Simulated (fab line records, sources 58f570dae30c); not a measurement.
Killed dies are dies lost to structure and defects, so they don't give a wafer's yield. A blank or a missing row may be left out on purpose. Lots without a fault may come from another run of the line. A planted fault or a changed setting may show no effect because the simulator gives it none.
Split-lot experiment | flow berkeley_cmos170 | 5 lots, 17 wafers read, on a route of 331 steps

THE SPLIT
At UCB170_M1_METAL_ETCH_12 (etches Al in Cl2/BCl3, stops on PSG, target depth 780 nm, time 130 s), the setting time_s was moved away from the recipe's 130 s on 8 of the 17 wafers read, by -9.5% to +9.8%. The other wafers ran this setting at the recipe's value.

The reading is taken at the split's own step.

THE READING
KrF_of_M1_COAT_04.thk_nm (the simulator's own value, which no gauge read), in nm, at UCB170_M1_METAL_ETCH_12 (etches Al in Cl2/BCl3, stops on PSG, target depth 780 nm, time 130 s). The file gives no usual value for it. The 9 wafers here that ran the recipe average 436.8 nm, standard deviation 14 nm.

wafer  | tool, chamber at the split | time_s as run, s | against the recipe | KrF_of_M1_COAT_04.thk_nm, nm | against lot-mates on the recipe
L078.2 | rie_metal-01, 1            | 142.8            | +9.8%              | 365.7                        | -61.6
L078.6 | rie_metal-01, 0            | 130              | recipe             | 427.3                        | -
L077.3 | rie_metal-02, 0            | 130              | recipe             | 418.1                        | -
L077.4 | rie_metal-02, 1            | 130              | recipe             | 433.9                        | -
L077.6 | rie_metal-02, 1            | 130              | recipe             | 435.9                        | -
L081.1 | rie_metal-02, 1            | 130              | recipe             | 432.2                        | -
L081.2 | rie_metal-02, 0            | 130              | recipe             | 421                          | -
L081.4 | rie_metal-02, 1            | 117.6            | -9.5%              | 478.1                        | +51.5
L081.5 | rie_metal-02, 1            | 117.6            | -9.5%              | 480.4                        | +53.8
L081.6 | rie_metal-02, 0            | 117.6            | -9.5%              | 461                          | +34.4
L082.4 | rie_metal-01, 0            | 124.9            | -3.9%              | 450.7                        | no lot-mate on the recipe
L082.6 | rie_metal-01, 1            | 124.9            | -3.9%              | 441.9                        | no lot-mate on the recipe
L080.2 | rie_metal-04, 1            | 141.6            | +8.9%              | 408                          | -46.3
L080.3 | rie_metal-04, 1            | 141.6            | +8.9%              | 408.4                        | -45.9
L080.4 | rie_metal-04, 0            | 130              | recipe             | 457.1                        | -
L080.5 | rie_metal-04, 0            | 130              | recipe             | 456.5                        | -
L080.6 | rie_metal-04, 1            | 130              | recipe             | 449.2                        | -

THE FIT
A straight line over all 17 wafers: KrF_of_M1_COAT_04.thk_nm changes by -4.19 nm for each +1% of time_s; r = -0.87; the points scatter about the line by 14 nm.
The same after taking each lot's own level away (the mean of its wafers on the recipe; 15 wafers): -5.22 nm for each +1%; r = -0.98; scatter 7 nm.
On that fit, the largest move of time_s shifts the reading by 51 nm.
The lots' own levels span 426.60 to 454.27 nm, that is 2.0 times the standard deviation above.
So the lot-to-lot level changes the slope: the two fits differ.
Check: with one of the wafers moved furthest among these (+9.8%) left out of the fit, the line predicts -49.6 nm for it against its lot-mates. It came out at -61.6 nm against them.

OTHER SPLITS ON THESE WAFERS
These wafers also went through other splits before the reading. Each is held against what the fit with the lots' levels taken away leaves over:
other split on the same wafers        | wafers away from the commonest value | r with KrF_of_M1_COAT_04.thk_nm (lot level and that fit taken away)
UCB170_ZERO_COAT_01 spin_rpm          | 3                                    | +0.19
UCB170_ZERO_DEVELOP_05 develop_time_s | 8                                    | +0.00
UCB170_ACTIVE_PEB_11 peb_temp_c       | 6                                    | +0.05
UCB170_GATE_OXIDATION_01 ox_time_s    | 12                                   | +0.21
UCB170_NLDD_STRIP_10 o2_flow_sccm     | 7                                    | -0.28
UCB170_M1_SPUTTER_00 time_s           | 3                                    | -0.40

THE FILE'S OWN FIT
KrF_of_M1_COAT_04.thk_nm changes by -5.25 nm for each +1% of time_s, r = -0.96.
